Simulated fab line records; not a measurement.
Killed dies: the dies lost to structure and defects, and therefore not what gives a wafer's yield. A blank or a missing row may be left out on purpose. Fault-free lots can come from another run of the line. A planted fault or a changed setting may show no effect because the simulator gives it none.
fab line records	flow rit-cmos
record: lots: 14	wafers: 42	last-day: 8
route steps=202 shown SPACER@128 M1@202
lots that met no fault: taken from a fault-free run of the same line
start-h: hours from the record's opening day to when the first of the lot's shown wafers began	wait-h: hours from the lot's prior step to this one	" as in the row above	L1.1+2: several wafers, shown together as one row	- no value, or no start given	* or withheld: withheld	< > ~ a bound
route shown NAME@n: NAME is a module with steps in the file, n the number in the route of the first one	usual: mean/standard deviation taken from wafers without a fault	same: alike in all rows	chamber/n: place in a boat	sites: each site's reading	_std_site: the standard deviation of these	_edge_site: inner sites' mean taken away from outer sites' mean	radius-mm: how far each site lies from the wafer's centre	mask NAME#n: copy n	behind: the most recent tool/chamber to have shaped the wafer	hold: reason for holding the lot/hours on hold/outcome of the hold	device: the n, p or np transistor that did not switch	end of line: tests run on the same wafers once the route is complete	for a step that has no rows: nothing shown but its recipe	killed: dies that structure and defects cost at the first sort, which is not the same as the wafer's yield	map: a wafer's dies, marking killed ones x, the rest . and places with no die _
set.NAME: the setting the step ran with; set.NAME@STEP: the setting that earlier step ran with	model.NAME: the simulator's own value behind a step, which no gauge read
a sample of lots followed through the steps of the route, with each step as a table and each wafer as a row
services: when a tool's chamber went out of use (start-h, in hours from the record's first day, below 0 if earlier), for how many hours, and the reason
== steps ==
step: RIT_SPACER_CVD_03
recipe: material: Si3N4	target-thk-nm: 250	temp-c: 810	precursor: SiH2Cl2/NH3	time-s: 3300	pressure-mtorr: 300	sih2cl2-flow-sccm: 60	nh3-flow-sccm: 150
usual: sih2cl2-flow-sccm: 60.00/0.19	spike-tc-centre-C: 812.7/1.4	spike-tc-load-C: 832.5/2.2	spike-tc-source-C: 830.0/2.9	zone-power-load-pct: 20.2/1.6
lot.wafer	tool	chamber	start-h	wait-h	sih2cl2-flow-sccm	spike-tc-centre-C	spike-tc-load-C	spike-tc-source-C	zone-power-load-pct
L519.2	lpcvd-01	0	51.97	0.0	59.80	811.1	830.6	829.6	21.7
L519.4	"	0	"	"	59.82	811.2	831.5	829.5	21.6
L519.6	"	0	"	"	60.01	814.4	830.7	832.4	21.9
L520.1	lpcvd-02	0	53.06	0.8	59.73	812.2	836.4	823.8	19.3
L520.4	"	0	"	"	59.68	813.4	836.2	826.1	19.5
L520.6	"	0	"	"	59.62	813.3	833.6	826.5	19.5
L521.1	lpcvd-02	0	65.62	0.0	59.95	816.0	836.1	826.2	19.4
L521.5	"	0	"	"	59.96	814.0	834.5	825.0	19.1
L521.6	"	0	"	"	60.03	815.0	835.1	826.8	19.7
L522.1	lpcvd-01	1	67.31	1.5	60.27	811.2	833.1	831.1	18.1
L522.2	"	1	"	"	60.33	811.7	831.5	829.2	18.0
L522.3	"	1	"	"	60.15	811.7	831.5	830.3	17.8
L524.1	lpcvd-02	0	81.77	0.0	60.13	812.4	834.6	828.6	19.6
L524.2	"	0	"	"	60.10	816.5	836.9	826.2	19.4
L524.4	"	0	"	"	59.94	813.2	834.2	827.7	19.9
L525.2	lpcvd-01	0	88.82	0.9	60.53	813.2	831.6	831.3	22.0
L525.3	"	0	"	"	60.28	811.3	829.2	831.0	21.6
L525.5	"	0	"	"	60.40	811.1	830.1	831.5	21.8
L526.1	lpcvd-02	0	90.36	0.0	60.24	835.5	856.2	847.0	20.5
L526.3	"	0	"	"	60.04	834.3	853.6	846.9	20.6
L526.4	"	0	"	"	60.19	832.6	854.4	845.3	20.7
L528.1	lpcvd-02	0	95.84	0.0	59.89	833.2	855.8	846.0	20.6
L528.2	"	0	"	"	59.97	833.9	856.2	847.1	20.9
L528.4	"	0	"	"	59.82	832.7	854.6	847.8	20.4
L535.2	lpcvd-01	0	127.19	0.0	60.02	811.3	827.2	831.9	21.8
L535.4	"	0	"	"	60.10	812.8	828.3	830.7	22.2
L535.5	"	0	"	"	59.99	809.0	830.4	831.5	22.1
L536.1	lpcvd-01	1	132.87	0.0	59.88	810.7	834.5	829.8	18.0
L536.3	"	1	"	"	59.79	810.7	830.8	830.4	18.0
L536.4	"	1	"	"	60.06	810.1	832.7	829.1	18.0
L537.1	lpcvd-01	1	135.35	0.0	60.16	812.4	834.1	829.7	17.7
L537.3	"	1	"	"	60.31	811.3	831.5	829.8	17.6
L537.6	"	1	"	"	59.80	813.8	832.9	830.3	17.9
L539.1	lpcvd-01	0	149.59	0.0	60.18	812.5	830.7	829.7	21.8
L539.3	"	0	"	"	60.42	813.3	831.6	830.1	21.8
L539.4	"	0	"	"	60.00	812.2	829.5	832.9	21.9
L541.3	lpcvd-01	1	163.09	0.0	59.79	811.9	831.9	830.9	17.8
L541.4	"	1	"	"	59.85	812.4	832.4	829.8	17.8
L541.5	"	1	"	"	60.14	812.2	830.8	830.3	17.9
L542.2	lpcvd-02	1	168.19	1.0	60.20	812.1	831.9	835.7	21.6
L542.5	"	1	"	"	60.17	812.6	832.3	835.2	21.6
L542.6	"	1	"	"	60.13	811.5	833.5	832.8	21.8
step: RIT_SPACER_THK_MEAS_04
recipe: reads: Si3N4_of_SPACER_CVD_03
usual: SPACER_NITRIDE_THK: 250.1/2.7
lot.wafer	tool	chamber	start-h	wait-h	hold	SPACER_NITRIDE_THK[nm]
L519.2	film-metro-02	-	53.89	0.0	-	247.3
L519.4	"	-	"	"	-	250.5
L519.6	"	-	"	"	-	248.2
L520.1	film-metro-04	-	54.97	0.0	-	245.6
L520.4	"	-	"	"	-	244.6
L520.6	"	-	"	"	-	245.8
L521.1	film-metro-03	-	67.54	0.0	-	251.8
L521.5	"	-	"	"	-	252.5
L521.6	"	-	"	"	-	250.8
L522.1	film-metro-02	-	69.23	0.0	-	247.7
L522.2	"	-	"	"	-	247.3
L522.3	"	-	"	"	-	247.1
L524.1	film-metro-02	-	83.69	0.0	-	255.5
L524.2	"	-	"	"	-	253.5
L524.4	"	-	"	"	-	253.2
L525.2	film-metro-03	-	90.74	0.0	-	248.4
L525.3	"	-	"	"	-	250.2
L525.5	"	-	"	"	-	251.4
L526.1	film-metro-03	-	93.23	0.0	await-dispo/0.2h/release	355.1
L526.3	"	-	"	"	await-dispo/0.2h/release	356.0
L526.4	"	-	"	"	await-dispo/0.2h/release	354.0
L526.1	film-metro-03	-	93.46	0.2	-	354.9
L526.3	"	-	"	"	-	356.4
L526.4	"	-	"	"	-	353.6
L528.1	film-metro-02	-	97.76	0.0	await-dispo/0.2h/release	354.6
L528.2	"	-	"	"	await-dispo/0.2h/release	353.2
L528.4	"	-	"	"	await-dispo/0.2h/release	353.0
L528.1	film-metro-02	-	98.04	0.3	-	354.7
L528.2	"	-	"	"	-	353.1
L528.4	"	-	"	"	-	353.0
L535.2	film-metro-02	-	129.12	0.0	-	251.6
L535.4	"	-	"	"	-	251.8
L535.5	"	-	"	"	-	248.9
L536.1	film-metro-04	-	134.79	0.0	-	249.8
L536.3	"	-	"	"	-	249.5
L536.4	"	-	"	"	-	247.8
L537.1	film-metro-02	-	137.26	0.0	-	249.8
L537.3	"	-	"	"	-	248.3
L537.6	"	-	"	"	-	247.5
L539.1	film-metro-02	-	151.50	0.0	-	250.8
L539.3	"	-	"	"	-	250.7
L539.4	"	-	"	"	-	247.2
L541.3	film-metro-03	-	165.03	0.0	-	250.2
L541.4	"	-	"	"	-	249.0
L541.5	"	-	"	"	-	251.1
L542.2	film-metro-04	-	170.12	0.0	-	255.5
L542.5	"	-	"	"	-	255.1
L542.6	"	-	"	"	-	254.7
step: RIT_SPACER_ETCHBACK_05
recipe: target-depth-a: 2500	SF6_flow_sccm: 30	CHF3_flow_sccm: 30	target: Si3N4	chemistry: SF6/CHF3	pressure-mtorr: 40	rf-w: 250	time-s: 240	stop-on: SiO2
usual: drypump-motor-current-A: 5.6/0.52	oes-product-au: 0.847/0.01	throttle-valve-pct: 10.28/0.1
lot.wafer	tool	chamber	start-h	wait-h	hold	drypump-motor-current-A	oes-product-au	rf-hours-counter-h	throttle-valve-pct
L519.2	rie-diel-01	2	53.94	0.0	-	5.5	0.838	0	10.25
L519.4	"	0	"	"	-	4.8	0.853	64	10.37
L519.6	"	1	"	"	-	5.9	0.845	-	10.41
L520.1	rie-diel-02	2	55.03	0.1	-	5.2	0.815	3	10.21
L520.4	"	2	"	"	-	5.2	0.828	-	10.22
L520.6	"	0	"	"	-	6.1	0.840	-	10.28
L521.1	rie-diel-01	0	67.60	0.1	-	4.8	0.861	64	10.38
L521.5	"	1	"	"	-	5.9	0.855	-	10.42
L521.6	"	2	"	"	-	5.5	0.842	-	10.25
L522.1	rie-diel-02	1	69.29	0.1	-	5.8	0.851	159	10.23
L522.2	"	2	"	"	-	5.2	0.831	3	10.23
L522.3	"	1	"	"	-	5.8	0.851	-	10.23
L524.1	rie-diel-01	3	83.75	0.1	-	4.9	0.866	159	10.28
L524.2	"	1	"	"	-	5.8	0.845	138	10.41
L524.4	"	0	"	"	-	4.7	0.862	65	10.38
L525.2	rie-diel-02	3	90.79	0.0	-	6.1	0.855	0	10.18
L525.3	"	0	"	"	-	6.1	0.852	19	10.28
L525.5	"	1	"	"	-	5.8	0.855	-	10.24
L526.1	rie-diel-01	2	95.20	1.7	await-dispo/1.7h/release	5.5	0.982	1	10.29
L526.3	"	0	"	"	await-dispo/1.7h/release	4.8	1.027	65	10.45
L526.4	"	1	"	"	await-dispo/1.7h/release	5.8	1.007	138	10.48
L528.1	rie-diel-02	1	99.81	1.8	await-dispo/1.7h/release	5.8	1.009	160	10.28
L528.2	"	2	"	"	await-dispo/1.7h/release	5.2	0.984	4	10.27
L528.4	"	3	"	"	await-dispo/1.7h/release	6.1	1.015	0	10.23
L535.2	rie-diel-01	0	129.17	0.0	-	4.7	0.861	66	10.37
L535.4	"	2	"	"	-	5.5	0.854	2	10.26
L535.5	"	3	"	"	-	4.9	0.853	-	10.22
L536.1	rie-diel-04	1	134.85	0.1	-	5.9	0.848	4	10.29
L536.3	"	0	"	"	-	6.5	0.836	4	10.47
L536.4	"	2	"	"	-	5.2	0.842	96	10.02
L537.1	rie-diel-02	2	137.32	0.1	-	5.2	0.837	5	10.24
L537.3	"	0	"	"	-	6.1	0.845	20	10.29
L537.6	"	3	"	"	-	6.1	0.850	-	10.19
L539.1	rie-diel-01	2	151.56	0.1	-	5.5	0.838	2	10.26
L539.3	"	1	"	"	-	5.8	0.854	139	10.41
L539.4	"	3	"	"	-	4.9	0.851	0	10.24
L541.3	rie-diel-01	3	165.07	0.0	-	4.8	0.845	1	10.27
L541.4	"	2	"	"	-	5.4	0.838	2	10.25
L541.5	"	3	"	"	-	4.9	0.849	-	10.25
L542.2	rie-diel-01	0	170.17	0.0	-	4.8	0.865	67	10.38
L542.5	"	3	"	"	-	4.9	0.859	-	10.25
L542.6	"	2	"	"	-	5.5	0.855	-	10.26
step: RIT_M1_PROBE_99
usual: killed-at-contacts: 0.0/0.2	killed-at-front-end: 6.8/3	killed-dies: 6.9/3	killed-on-rim: 1.9/1.5	killed-open: 3.3/1.9	killed-short: 3.6/1.9
same: gross-dies: 264	killed_at_M0_to_M3: 0	killed_at_M4_up: 0	killed-at-back-side: 0	killed-at-other: 0
lot.wafer	tool	chamber	start-h	wait-h	hold	killed-at-contacts	killed-at-front-end	killed-dies	killed-on-rim	killed-open	killed-short
L519.2	prober-02	-	65.14	0.1	-	0	3	3	0	1	2
L519.4	prober-02	-	65.24	0.2	-	0	0	0	0	0	0
L519.6	prober-02	-	65.34	0.2	-	0	5	5	2	3	2
L520.1	prober-01	-	66.59	0.1	-	0	1	1	0	0	1
L520.4	prober-01	-	66.74	0.2	-	0	5	5	1	3	2
L520.6	prober-01	-	66.84	0.2	-	0	4	4	0	1	3
L521.1	prober-02	-	78.70	0.1	-	0	7	7	2	2	5
L521.5	prober-02	-	78.90	0.2	-	0	4	4	1	0	4
L521.6	prober-02	-	78.95	0.2	-	0	6	6	2	3	3
L522.1	prober-01	-	80.70	0.1	-	0	8	8	0	4	4
L522.2	prober-01	-	80.75	0.1	-	0	6	6	3	3	3
L522.3	prober-01	-	80.80	0.2	-	0	8	8	4	1	7
L524.1	prober-01	-	94.95	0.1	-	0	10	10	3	7	3
L524.2	prober-01	-	95.00	0.1	-	0	8	8	2	3	5
L524.4	prober-01	-	95.10	0.2	-	0	5	5	1	1	4
L525.2	prober-02	-	102.20	0.1	-	0	2	2	0	0	2
L525.3	prober-02	-	102.25	0.2	-	0	2	2	1	1	1
L525.5	prober-02	-	102.35	0.2	-	0	4	4	0	2	2
L526.1	prober-02	-	110.61	2.1	await-dispo/2.1h/scrap	0	264	264	70	4	5
L526.3	prober-02	-	110.71	2.1	await-dispo/2.1h/scrap	0	264	264	70	6	4
L526.4	prober-02	-	110.76	2.1	await-dispo/2.1h/scrap	0	264	264	70	7	7
L528.1	prober-02	-	113.14	1.1	await-dispo/1.0h/scrap	0	264	264	70	2	2
L528.2	prober-02	-	113.19	1.1	await-dispo/1.0h/scrap	0	264	264	70	2	2
L528.4	prober-02	-	113.29	1.2	await-dispo/1.0h/scrap	0	264	264	70	4	7
L535.2	prober-02	-	140.30	0.1	-	1	8	9	3	5	4
L535.4	prober-02	-	140.40	0.2	-	0	8	8	1	3	5
L535.5	prober-02	-	140.45	0.2	-	0	6	6	3	5	1
L536.1	prober-01	-	146.11	0.1	-	0	9	9	2	5	4
L536.3	prober-01	-	146.21	0.2	-	0	6	6	2	3	3
L536.4	prober-01	-	146.26	0.2	-	0	7	7	0	3	4
L537.1	prober-02	-	147.99	0.1	-	1	3	4	0	3	1
L537.3	prober-02	-	148.09	0.2	-	0	4	4	0	2	2
L537.6	prober-02	-	148.24	0.2	-	0	13	13	7	4	9
L539.1	prober-02	-	164.59	0.1	-	0	5	5	1	2	3
L539.3	prober-02	-	164.69	0.2	-	0	5	5	1	1	4
L539.4	prober-02	-	164.74	0.2	-	0	4	4	0	4	0
L541.3	prober-02	-	176.73	0.2	-	0	6	6	1	5	1
L541.4	prober-02	-	176.78	0.2	-	0	2	2	0	1	1
L541.5	prober-02	-	176.83	0.2	-	0	9	9	3	5	4
L542.2	prober-02	-	182.13	0.1	-	0	3	3	1	2	1
L542.5	prober-02	-	182.28	0.2	-	0	5	5	1	1	4
L542.6	prober-02	-	182.33	0.2	-	0	7	7	1	4	3
killed by level:class
L519.2 FOX2:geometric-particle:open=1 GATE:geometric-particle:short=1 REOX:geometric-particle:short=1
L519.6 FOX2:geometric-particle:open=2 GATE:geometric-particle:short=1 REOX:geometric-particle:short=1 REOX:geometric-particle:open=1
L520.1 REOX:geometric-particle:short=1
L520.4 FOX2:geometric-particle:open=1 GATE:geometric-particle:open=1 GATE:geometric-particle:short=1 SILICIDE:geometric-particle:open=1 SILICIDE:geometric-particle:short=1
L520.6 SPACER:geometric-particle:short=2 GATE:geometric-particle:short=1 GATE:geometric-particle:open=1
L521.1 GATE:geometric-particle:short=4 REOX:geometric-particle:open=1 SPACER:geometric-particle:short=1 SILICIDE:geometric-particle:open=1
L521.5 SPACER:geometric-particle:short=2 FOX2:geometric-particle:short=1 REOX:geometric-particle:short=1
L521.6 GATE:geometric-particle:open=3 SPACER:geometric-particle:short=2 GATE:geometric-particle:short=1
L522.1 GATE:geometric-particle:short=3 GATE:geometric-particle:open=2 SILICIDE:geometric-particle:open=2 FOX1:geometric-particle:short=1
L522.2 GATE:geometric-particle:short=2 SILICIDE:geometric-particle:open=2 GATE:geometric-particle:open=1 SILICIDE:geometric-particle:short=1
L522.3 FOX1:geometric-particle:short=4 SILICIDE:geometric-particle:short=2 GATE:geometric-particle:open=1 SPACER:geometric-particle:short=1
L524.1 GATE:geometric-particle:open=6 GATE:geometric-particle:short=2 FOX2:geometric-particle:short=1 SILICIDE:geometric-particle:open=1
L524.2 GATE:geometric-particle:short=2 GATE:geometric-particle:open=2 FOX1:geometric-particle:short=1 SPACER:geometric-particle:short=1 SILICIDE:geometric-particle:open=1 SILICIDE:geometric-particle:short=1
L524.4 FOX1:geometric-particle:short=1 GATE:geometric-particle:open=1 GATE:geometric-particle:short=1 REOX:geometric-particle:short=1 SPACER:geometric-particle:short=1
L525.2 FOX2:geometric-particle:short=1 SILICIDE:geometric-particle:short=1
L525.3 FOX2:geometric-particle:open=1 GATE:geometric-particle:short=1
L525.5 REOX:geometric-particle:short=2 GATE:geometric-particle:open=1 REOX:geometric-particle:open=1
L526.1 SPACER:area-etchback=255 SPACER:geometric-particle:open=3 FOX1:geometric-particle:short=2 GATE:geometric-particle:short=2 FOX2:geometric-particle:open=1 SILICIDE:geometric-particle:short=1
L526.3 SPACER:area-etchback=254 SPACER:geometric-particle:short=4 FOX1:geometric-particle:open=2 SPACER:geometric-particle:open=2 FOX2:geometric-particle:open=1 SILICIDE:geometric-particle:open=1
L526.4 SPACER:area-etchback=250 FOX1:geometric-particle:open=3 FOX1:geometric-particle:short=2 SPACER:geometric-particle:open=2 SPACER:geometric-particle:short=2 SILICIDE:geometric-particle:short=2 FOX2:geometric-particle:short=1 GATE:geometric-particle:open=1
L528.1 SPACER:area-etchback=260 FOX1:geometric-particle:open=2 GATE:geometric-particle:short=1 REOX:geometric-particle:short=1
L528.2 SPACER:area-etchback=260 GATE:geometric-particle:short=2 FOX1:geometric-particle:open=1 SILICIDE:geometric-particle:open=1
L528.4 SPACER:area-etchback=253 GATE:geometric-particle:short=2 REOX:geometric-particle:short=2 ACTIVE:geometric-particle:short=1 GATE:geometric-particle:open=1 REOX:geometric-particle:open=1 SPACER:geometric-particle:open=1 SPACER:geometric-particle:short=1
L535.2 SPACER:geometric-particle:open=3 GATE:geometric-particle:short=2 REOX:geometric-particle:open=1 REOX:geometric-particle:short=1 SPACER:geometric-particle:short=1 CONTACT:geometric-particle:open=1
L535.4 GATE:geometric-particle:short=2 SPACER:geometric-particle:open=2 FOX1:geometric-particle:short=1 GATE:geometric-particle:open=1 SILICIDE:geometric-particle:short=1 SPACER:geometric-particle:short=1
L535.5 GATE:geometric-particle:open=2 REOX:geometric-particle:open=2 REOX:geometric-particle:short=1 SILICIDE:geometric-particle:open=1
L536.1 GATE:geometric-particle:short=2 GATE:geometric-particle:open=2 FOX1:geometric-particle:short=1 FOX1:geometric-particle:open=1 REOX:geometric-particle:open=1 SPACER:geometric-particle:short=1 SPACER:geometric-particle:open=1
L536.3 REOX:geometric-particle:open=2 GATE:geometric-particle:short=1 REOX:geometric-particle:short=1 SPACER:geometric-particle:open=1 SPACER:geometric-particle:short=1
L536.4 GATE:geometric-particle:short=3 REOX:geometric-particle:open=2 FOX1:geometric-particle:short=1 SPACER:geometric-particle:open=1
L537.1 FOX1:geometric-particle:open=1 GATE:geometric-particle:short=1 SPACER:geometric-particle:open=1 CONTACT:geometric-particle:open=1
L537.3 FOX1:geometric-particle:open=1 GATE:geometric-particle:short=1 SILICIDE:geometric-particle:open=1 SILICIDE:geometric-particle:short=1
L537.6 GATE:geometric-particle:short=5 GATE:geometric-particle:open=3 SPACER:geometric-particle:short=3 FOX1:geometric-particle:short=1 FOX2:geometric-particle:open=1
L539.1 REOX:geometric-particle:short=2 REOX:geometric-particle:open=1 SPACER:geometric-particle:short=1 SPACER:geometric-particle:open=1
L539.3 FOX2:geometric-particle:open=1 FOX2:geometric-particle:short=1 REOX:geometric-particle:short=1 SPACER:geometric-particle:short=1 SILICIDE:geometric-particle:short=1
L539.4 GATE:geometric-particle:open=2 ACTIVE:geometric-particle:open=1 SPACER:geometric-particle:open=1
L541.3 REOX:geometric-particle:open=2 SPACER:geometric-particle:open=2 GATE:geometric-particle:open=1 SILICIDE:geometric-particle:short=1
L541.4 FOX1:geometric-particle:open=1 GATE:geometric-particle:short=1
L541.5 REOX:geometric-particle:open=2 FOX1:geometric-particle:open=1 FOX2:geometric-particle:short=1 GATE:geometric-particle:open=1 GATE:geometric-particle:short=1 REOX:geometric-particle:short=1 SPACER:geometric-particle:short=1 SILICIDE:geometric-particle:open=1
L542.2 REOX:geometric-particle:open=2 REOX:geometric-particle:short=1
L542.5 GATE:geometric-particle:short=2 ACTIVE:geometric-particle:short=1 GATE:geometric-particle:open=1 SILICIDE:geometric-particle:short=1
L542.6 SILICIDE:geometric-particle:open=2 FOX1:geometric-particle:short=1 REOX:geometric-particle:open=1 REOX:geometric-particle:short=1 SPACER:geometric-particle:open=1 SILICIDE:geometric-particle:short=1
== services ==
tool	chamber	start-h	hours	kind
rie-diel-01	2	33.21	-	clean
rie-diel-01	2	33.21	17.4	scheduled-down
rie-diel-01	2	33.21	17.4	vent-cycle
rie-diel-02	0	39.08	3.2	repair
rie-diel-02	3	42.77	4.6	repair
rie-diel-02	3	52.75	-	clean
rie-diel-02	3	52.75	-	consumable-replace:esc
rie-diel-02	3	52.75	23.4	scheduled-down
rie-diel-02	3	52.75	23.4	vent-cycle
rie-diel-02	-	64.26	4.1	repair
rie-diel-02	0	68.20	5.4	repair
rie-diel-01	3	105.95	-	clean
rie-diel-01	3	105.95	18.8	scheduled-down
rie-diel-01	3	105.95	18.8	vent-cycle
rie-diel-02	1	119.49	15.3	repair
rie-diel-02	1	134.80	-	clean
rie-diel-02	1	134.80	30.0	scheduled-down
rie-diel-02	1	134.80	30.0	vent-cycle
rie-diel-01	2	137.42	13.6	repair
rie-diel-01	0	147.65	1.4	repair
rie-diel-02	-	153.71	14.6	pm
rie-diel-04	3	168.65	3.4	repair
== key ==
first-sign: step: RIT_SPACER_CVD_03	reading: spike-tc-centre-C	direction: up	sigmas: 15	usual: 812.7	struck: 833.7
effect: step: RIT_SPACER_CVD_03	reading: spike-tc-load-C	direction: up	sigmas: 10	usual: 832.5	struck: 855.1
effect: step: RIT_SPACER_THK_MEAS_04	reading: visit	direction: added
effect: step: RIT_SPACER_THK_MEAS_04	reading: SPACER_NITRIDE_THK	direction: up	sigmas: 39	usual: 250.1	struck: 354.3
effect: step: RIT_SPACER_ETCHBACK_05	reading: oes-product-au	direction: up	sigmas: 15	usual: 0.847	struck: 1.004
effect: step: RIT_M1_PROBE_99	reading: killed-dies	direction: up	sigmas: 87	usual: 6.9	struck: 264
more-kills-born-at: RIT_SPACER_ETCHBACK_05@rie-diel-02: 773	RIT_SPACER_ETCHBACK_05@rie-diel-01: 759
met-at RIT_SPACER_CVD_03
struck-lots L526,L528
struck-wafers L526.1,L526.3,L526.4,L528.1,L528.2,L528.4
later-rows-left-out L526.1,L526.3,L526.4,L528.1,L528.2,L528.4
tester-left-out L526,L528
onset-between 81.77 90.36
fault: kind: process-parameter-drift	tool: lpcvd-02	chamber: 0	onset-h: 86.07	steps: RIT_SPACER_CVD_03	channel: temp-c	offset: *	shape: step	end-h: 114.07	acts-in: *	stated: *
tester-left-out: of these lots the tester's yield and bins aren't shown, on N5 and GAA mostly nor the transistor test; their killed dies are dies lost to structure and defects alone, not to doping, threshold or leakage, so they don't give the yield
later-rows-left-out: the simulator's readings of these wafers behind a module that went badly wrong aren't trusted and aren't shown, but for the sort
